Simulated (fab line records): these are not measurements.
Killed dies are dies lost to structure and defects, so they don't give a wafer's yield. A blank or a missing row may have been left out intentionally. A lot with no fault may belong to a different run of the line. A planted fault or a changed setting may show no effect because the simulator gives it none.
fab line records	flow rit_cmos
[record] lots = 15	wafers = 45	last_day = 7
route steps=202 shown ACTIVE@9
lots with no fault: from the same line, run without faults
start_h: hours from the record's first day to the start of the lot's first wafer shown	wait_h: how many hours have passed since the lot's step before this one	" same as the row above	L1.1+2: several wafers, shown together as one row	- no value present, or no start provided	* or withheld: withheld	< > ~ a bound
route shown NAME@n: names a module that has steps shown in the file, with the first one's number in the route	usual: mean/standard deviation taken from wafers without a fault	same: alike in all rows	chamber/n: place in a boat	sites: per-site readings	_std_site: standard deviation of those values	_edge_site: mean of outer sites minus mean of inner sites	radius_mm: how far each site lies from the wafer's centre	mask NAME#n: copy n	behind: the last tool/chamber to shape the wafer	hold: what put the lot on hold/how long, in hours/how the hold closed	device: whichever transistor did not switch (one of n, p or np)	end of line: the route-end tests of the same wafers	a step with no rows: only its recipe	killed: the dies lost at the first sort to structure and to defects; this is not the yield of the wafer	map: a wafer's dies, marking killed ones x, the rest . and places with no die _
set.NAME: the setting the step ran with; set.NAME@STEP: the setting that earlier step ran with	model.NAME: the simulator's own value behind a step, which no gauge read
the route's steps for a sample of lots (tables are steps, rows are wafers)
services: the hour from which a tool's chamber was out of use, counted from the record's first day as start_h (under 0 if before that day), plus the number of hours and why
[[steps]]
[step RIT_ACTIVE_EXPOSE_08]
[recipe] mask_id = M1	na = 0.6	source_shape = conventional	sigma_outer = 0.6	target_cd_nm = 1400	dose_mj = 225
[usual] exposure_dose_mJ_cm2 = 224.95/0.27	focus_offset_nm = 0.1/0.55	stage_vel_mm_s = 499.96/0.23
lot.wafer	tool	chamber	start_h	wait_h	mask	exposure_dose_mJ_cm2	focus_offset_nm	stage_vel_mm_s
L442.2	iline_stepper-01	0	14.21	0.2	M1#0	225.03	1.1	500.21
L442.4	"	0	"	"	M1#0	225.33	0.8	499.92
L442.6	"	0	"	"	M1#0	225.51	0.6	500.30
L443.1	iline_stepper-01	0	20.45	0.1	M1#0	224.86	0.6	499.71
L443.2	"	0	"	"	M1#0	224.97	1.0	499.38
L443.3	"	0	"	"	M1#0	225.09	1.1	499.82
L444.2	iline_stepper-01	0	26.92	0.1	M1#0	225.05	-0.3	500.14
L444.4	"	0	"	"	M1#0	225.01	0.1	500.02
L444.5	"	0	"	"	M1#0	224.62	-0.2	499.65
L445.1	iline_stepper-01	0	30.12	0.1	M1#0	225.28	-0.7	500.01
L445.2	"	0	"	"	M1#0	225.05	-1.4	499.84
L445.5	"	0	"	"	M1#0	225.09	-0.9	500.40
L449.1	iline_stepper-02	-	49.04	0.1	M1#0	-	-	-
L449.2	"	-	"	"	M1#0	-	-	-
L449.6	"	-	"	"	M1#0	-	-	-
L450.3	iline_stepper-01	-	54.52	0.2	M1#0	-	-	-
L450.5	"	-	"	"	M1#0	-	-	-
L450.6	"	-	"	"	M1#0	-	-	-
L451.1	iline_stepper-01	-	59.04	0.1	M1#0	-	-	-
L451.2	"	-	"	"	M1#0	-	-	-
L451.6	"	-	"	"	M1#0	-	-	-
L455.2	iline_stepper-02	0	79.06	0.1	M1#0	224.87	-0.2	499.94
L455.3	"	0	"	"	M1#0	224.83	0.3	499.95
L455.6	"	0	"	"	M1#0	224.82	-0.2	499.40
L456.2	iline_stepper-02	0	84.06	0.1	M1#0	224.82	-0.3	500.14
L456.4	"	0	"	"	M1#0	224.68	0.1	500.01
L456.5	"	0	"	"	M1#0	224.74	-0.4	499.83
L457.3	iline_stepper-02	0	89.08	0.1	M1#0	224.97	1.1	500.13
L457.4	"	0	"	"	M1#0	224.84	0.9	499.67
L457.6	"	0	"	"	M1#0	224.78	0.1	499.75
L459.3	iline_stepper-02	0	99.20	0.2	M1#0	224.63	-1.0	500.24
L459.5	"	0	"	"	M1#0	224.90	0.2	500.21
L459.6	"	0	"	"	M1#0	224.72	0.2	500.03
L462.1	iline_stepper-02	0	114.17	0.2	M1#0	224.71	0.3	499.95
L462.3	"	0	"	"	M1#0	225.11	0.1	500.46
L462.4	"	0	"	"	M1#0	224.81	0.9	499.92
L463.1	iline_stepper-02	0	119.04	0.1	M1#0	225.09	0.5	500.14
L463.3	"	0	"	"	M1#0	224.93	-0.1	500.02
L463.4	"	0	"	"	M1#0	225.11	1.0	500.37
L464.1	iline_stepper-02	0	124.04	0.1	M1#0	224.70	0.5	499.83
L464.3	"	0	"	"	M1#0	224.95	0.7	500.17
L464.5	"	0	"	"	M1#0	224.76	0.0	499.84
L465.1	iline_stepper-02	0	129.04	0.1	M1#0	224.81	0.0	499.98
L465.2	"	0	"	"	M1#0	224.81	-0.5	500.33
L465.4	"	0	"	"	M1#0	224.82	-1.0	500.03
[[services]]
tool	chamber	start_h	hours	kind
iline_stepper-02	-	-0.81	1.7	pm
iline_stepper-01	-	44.04	4.4	pm
iline_stepper-02	-	50.04	5.8	repair
iline_stepper-02	0	62.32	-	calibration
iline_stepper-01	0	107.33	-	calibration
iline_stepper-02	-	111.03	2.4	repair
[[key]]
[first_sign] step = RIT_ACTIVE_EXPOSE_08	reading = tool_record	direction = missing
effect none on later readings
met_at RIT_ACTIVE_EXPOSE_08
struck_lots L449,L450,L451
later_rows_left_out L449.1,L449.2,L449.6,L450.3,L450.5,L450.6,L451.1,L451.2,L451.6
sort_left_out L449.1,L449.2,L449.6,L450.3,L450.5,L450.6,L451.1,L451.2,L451.6
tester_left_out L449,L450,L451
onset_between 30.12 49.04
[fault] kind = skipped_step_whole	tool = iline_stepper-01,iline_stepper-02	chamber = -	onset_h = 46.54	steps = RIT_ACTIVE_EXPOSE_08	scope = struck_lots_only
// tester_left_out: of these lots the tester's yield and bins aren't shown, on N5 and GAA mostly nor the transistor test; their killed dies are dies lost to structure and defects alone, not to doping, threshold or leakage, so they don't give the yield
// sort_left_out: the simulated sort isn't trusted on such a fault, so these wafers' sort isn't shown, and their yield isn't known
// later_rows_left_out: the simulator's readings of these wafers behind a module that went badly wrong aren't trusted and aren't shown, but for the sort
